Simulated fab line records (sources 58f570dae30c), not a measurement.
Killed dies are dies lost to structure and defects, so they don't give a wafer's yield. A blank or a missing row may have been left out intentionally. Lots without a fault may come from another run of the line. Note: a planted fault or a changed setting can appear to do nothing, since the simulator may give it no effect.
Which tool did it? + flow berkeleyCmos170 + 13 lots with 39 wafers sampled at 5 steps, on a route of 331 steps

## WHAT THE GAUGES READ, wafer by wafer
UCB170_V1_THK_MEAS_04. Usual: V1_POLISHED_THK typically reads 999.8 nm, with standard deviation 1.2.
| lot  | measured     | on           | V1_POLISHED_THK (nm) | flag |
|------|--------------|--------------|----------------------|------|
| L504 | day 7 19:55  | filmMetro-01 | 1000.0 999.9 1000.6  |      |
| L507 | day 8 05:24  | filmMetro-02 | 999.2 1000.1 997.9   |      |
| L506 | day 8 06:45  | filmMetro-01 | 998.4 999.6 999.6    |      |
| L505 | day 8 06:49  | filmMetro-02 | 1002.1 998.2 1001.3  |      |
| L509 | day 9 00:23  | filmMetro-02 | 1000.7 1000.1 1000.1 |      |
| L508 | day 9 01:42  | filmMetro-02 | 1000.9 1001.3 999.2  |      |
| L510 | day 9 01:43  | filmMetro-03 | 1000.3 1001.9 1002.2 |      |
| L511 | day 9 11:52  | filmMetro-02 | 998.7 1000.8 998.9   |      |
| L520 | day 10 15:48 | filmMetro-02 | 999.2 1000.1 1001.4  |      |
| L521 | day 11 14:14 | filmMetro-03 | 1000.3 1001.2 1001.4 |      |
| L523 | day 11 15:44 | filmMetro-03 | 1000.2 1001.4 1001.1 |      |
| L524 | day 12 02:28 | filmMetro-03 | 999.5 1000.6 999.7   |      |
| L525 | day 12 03:47 | filmMetro-01 | 998.1 999.4 999.2    |      |

UCB170_V1_CD_MEAS_12: target cd 700 nm. Usual: cdNm reads 699.9 nm (standard deviation 1.3).
| lot  | measured     | on       | cdNm (nm)         | flag |
|------|--------------|----------|-------------------|------|
| L504 | day 7 21:34  | cdSem-01 | 701.5 700.7 701.5 |      |
| L507 | day 8 06:38  | cdSem-01 | 699.0 697.5 698.0 |      |
| L506 | day 8 07:59  | cdSem-02 | 700.8 701.2 700.1 |      |
| L505 | day 8 08:42  | cdSem-02 | 697.8 696.9 698.1 |      |
| L509 | day 9 01:36  | cdSem-02 | 701.9 701.2 700.6 |      |
| L508 | day 9 03:09  | cdSem-02 | 699.0 700.9 698.5 |      |
| L510 | day 9 02:56  | cdSem-01 | 698.1 698.2 696.9 |      |
| L511 | day 9 14:44  | cdSem-02 | 701.5 701.4 699.9 |      |
| L520 | day 10 19:35 | cdSem-02 | 698.4 699.1 699.3 |      |
| L521 | day 11 16:10 | cdSem-01 | 700.0 699.5 698.7 |      |
| L523 | day 11 17:01 | cdSem-01 | 699.8 701.1 700.4 |      |
| L524 | day 12 04:04 | cdSem-01 | 702.1 701.5 702.5 |      |
| L525 | day 12 05:15 | cdSem-01 | 700.8 702.1 700.3 |      |

UCB170_V2_OVL_MEAS_13. Usual: V2_OVL typically reads 3 nm, with standard deviation 5.4.
| lot  | measured     | on         | V2_OVL (nm) | flag |
|------|--------------|------------|-------------|------|
| L504 | day 8 03:41  | overlay-02 | -2 -1 -3    |      |
| L507 | day 8 12:55  | overlay-01 | -2 -4 1     |      |
| L506 | day 8 14:12  | overlay-02 | 4 5 5       |      |
| L505 | day 8 15:44  | overlay-01 | 4 -5 -4     |      |
| L509 | day 9 06:38  | overlay-02 | 3 7 6       |      |
| L508 | day 9 08:26  | overlay-02 | -5 -1 -1    |      |
| L510 | day 9 08:04  | overlay-02 | -1 -2 2     |      |
| L511 | day 9 21:25  | overlay-02 | 2 2 4       |      |
| L520 | day 11 02:22 | overlay-01 | 3 4 2       |      |
| L521 | day 11 21:11 | overlay-01 | 12 12 10    |      |
| L523 | day 11 22:51 | overlay-02 | 6 -6 2      |      |
| L524 | day 12 09:16 | overlay-02 | 6 9 1       |      |
| L525 | day 12 10:44 | overlay-01 | 1 -1 9      |      |

## EACH LOT AND THE TOOL THAT RAN IT (in order: tool; ch and the chambers of the sampled wafers; start)
| lot  | UCB170_M2_METAL_ETCH_18          | UCB170_M2_STRIP_19                  |
|------|----------------------------------|-------------------------------------|
| L504 | rieMetal-04 ch 1, day 8 00:55    | plasmaAsher-04 ch 1, day 8 01:17    |
| L507 | rieMetal-04 ch 1, day 8 09:52    | plasmaAsher-04 ch 0,1, day 8 10:15  |
| L506 | rieMetal-03 ch 0,1, day 8 11:23  | plasmaAsher-04 ch 0,1, day 8 11:33  |
| L505 | rieMetal-01 ch 0,1, day 8 12:23  | plasmaAsher-03 ch 0, day 8 12:34    |
| L509 | rieMetal-03 ch 0,1, day 9 04:23  | plasmaAsher-04 ch 0,1, day 9 04:34  |
| L508 | rieMetal-01 ch 0,1, day 9 05:56  | plasmaAsher-02 ch 0,1, day 9 06:07  |
| L510 | rieMetal-04 ch 0,1, day 9 05:41  | plasmaAsher-04 ch 0,1, day 9 05:52  |
| L511 | rieMetal-04 ch 1, day 9 19:01    | plasmaAsher-04 ch 0,1, day 9 19:12  |
| L520 | rieMetal-04 ch 0,1, day 10 22:35 | plasmaAsher-03 ch 0,1, day 10 22:45 |
| L521 | rieMetal-03 ch 1, day 11 18:56   | plasmaAsher-02 ch 0,1, day 11 19:07 |
| L523 | rieMetal-01 ch 0,1, day 11 20:04 | plasmaAsher-02 ch 0,1, day 11 20:15 |
| L524 | rieMetal-01 ch 1, day 12 06:53   | plasmaAsher-04 ch 0,1, day 12 07:04 |
| L525 | rieMetal-03 ch 0,1, day 12 08:21 | plasmaAsher-04 ch 0,1, day 12 08:32 |
- UCB170_M2_METAL_ETCH_18: etches Al in Cl2/BCl3, stops on SiO2, target depth 1170 nm, time 195 s.
- UCB170_M2_STRIP_19: strips in O2.

## AS READ BY THE TOOLS THEMSELVES (means over the sampled wafers that have a number; for cases with no such wafer, the mark the record gives instead)
UCB170_M2_METAL_ETCH_18. Usual: bcl3FlowSccm 45.01 sccm, standard deviation 0.12; chamberPressureMTorr 11.999 mTorr, standard deviation 0.011; drypumpMotorCurrentA 5.93 A, standard deviation 0.14; heBacksideLeakSccm 3.37 sccm, standard deviation 0.2; oesProductAu 0.850 a.u., standard deviation 0.016; throttleValvePct 24.31 %, standard deviation 0.18.
| lot  | tool        | bcl3FlowSccm (sccm) | chamberPressureMTorr (mTorr) | drypumpMotorCurrentA (A) | heBacksideLeakSccm (sccm) | oesProductAu (a.u.) | throttleValvePct (%) | flag |
|------|-------------|---------------------|------------------------------|--------------------------|---------------------------|---------------------|----------------------|------|
| L504 | rieMetal-04 | 45.08               | 11.999                       | 5.93                     | 3.38                      | 0.839               | 24.08                |      |
| L507 | rieMetal-04 | 44.86               | 11.995                       | 5.96                     | 3.52                      | 0.843               | 24.07                |      |
| L506 | rieMetal-03 | 45.06               | 11.997                       | 6.11                     | 3.15                      | 0.839               | 24.48                |      |
| L505 | rieMetal-01 | 45.03               | 12.001                       | 5.76                     | 3.46                      | 0.872               | 24.31                |      |
| L509 | rieMetal-03 | 45.05               | 11.983                       | 6.10                     | 3.17                      | 0.846               | 24.49                |      |
| L508 | rieMetal-01 | 44.87               | 12.002                       | 5.76                     | 3.63                      | 0.868               | 24.31                |      |
| L510 | rieMetal-04 | 45.11               | 12.001                       | 5.92                     | 3.34                      | 0.840               | 24.16                |      |
| L511 | rieMetal-04 | 45.00               | 6.008                        | 5.94                     | 3.30                      | 0.838               | 24.08                | OFF  |
| L520 | rieMetal-04 | 44.93               | 6.004                        | 5.91                     | 3.44                      | 0.848               | 24.17                | OFF  |
| L521 | rieMetal-03 | 44.94               | 11.993                       | 6.13                     | 2.97                      | 0.841               | 24.46                |      |
| L523 | rieMetal-01 | 45.14               | 11.996                       | 5.85                     | 3.49                      | 0.879               | 24.23                |      |
| L524 | rieMetal-01 | 45.12               | 12.004                       | 5.93                     | 3.50                      | 0.879               | 24.13                |      |
| L525 | rieMetal-03 | 44.88               | 12.002                       | 6.04                     | 3.03                      | 0.848               | 24.52                |      |

UCB170_M2_STRIP_19. Usual: drypumpMotorCurrentA 6.1 A, standard deviation 0.37; oesProductAu 0.548 a.u., standard deviation 0.017.
| lot  | tool           | drypumpMotorCurrentA (A) | oesProductAu (a.u.) | flag |
|------|----------------|--------------------------|---------------------|------|
| L504 | plasmaAsher-04 | 6.1                      | 0.579               |      |
| L507 | plasmaAsher-04 | 6.1                      | 0.558               |      |
| L506 | plasmaAsher-04 | 6.1                      | 0.537               |      |
| L505 | plasmaAsher-03 | 6.7                      | 0.535               |      |
| L509 | plasmaAsher-04 | 6.1                      | 0.537               |      |
| L508 | plasmaAsher-02 | 5.4                      | 0.540               |      |
| L510 | plasmaAsher-04 | 6.1                      | 0.562               |      |
| L511 | plasmaAsher-04 | 6.1                      | 0.607               | OFF  |
| L520 | plasmaAsher-03 | 6.4                      | 0.601               | OFF  |
| L521 | plasmaAsher-02 | 5.8                      | 0.534               |      |
| L523 | plasmaAsher-02 | 5.4                      | 0.543               |      |
| L524 | plasmaAsher-04 | 6.1                      | 0.542               |      |
| L525 | plasmaAsher-04 | 6.1                      | 0.544               |      |

## THE ANSWER, worked out from the rows above alone
Rule: lot off if the mean of its wafers having a number is beyond 3 standard deviations from the usual mean. Also off: a lot with no number at a reading for which 4 or more lots have one. Where the step has rows for the other lots, those lots are counted as sound. First the gauges in route order, then the tools' own readings, where a lot's mean is used as printed above. The first step at which some lot is off is used, and at that step the reading that is off furthest; a lot without a number counts as furthest.
Off: L511, L520, at UCB170_M2_METAL_ETCH_18 (chamberPressureMTorr).
If a tool, at that step or one of the process steps before it, ran each lot that is off and ran no sound lot following the first of them, it fits. One fits: rieMetal-04 at UCB170_M2_METAL_ETCH_18. A fault onset in the window from L510 (day 9 05:41, its last sound lot) to L511 (day 9 19:01, its first lot off) fits.
On the lots that are off, the tool's own readings at UCB170_M2_METAL_ETCH_18 differ by more than 5 times the standard deviation of the sound lots' means, which bears it out; chamberPressureMTorr reads 6.006 mTorr there versus 11.998 mTorr on the sound lots.

## WHAT THE SIMULATOR HAD PUT IN
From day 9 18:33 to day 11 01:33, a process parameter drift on rieMetal-04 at UCB170_M2_METAL_ETCH_18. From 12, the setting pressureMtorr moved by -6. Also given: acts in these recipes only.
Shown lots that were struck: L511, L520. Same finding as the rule above.
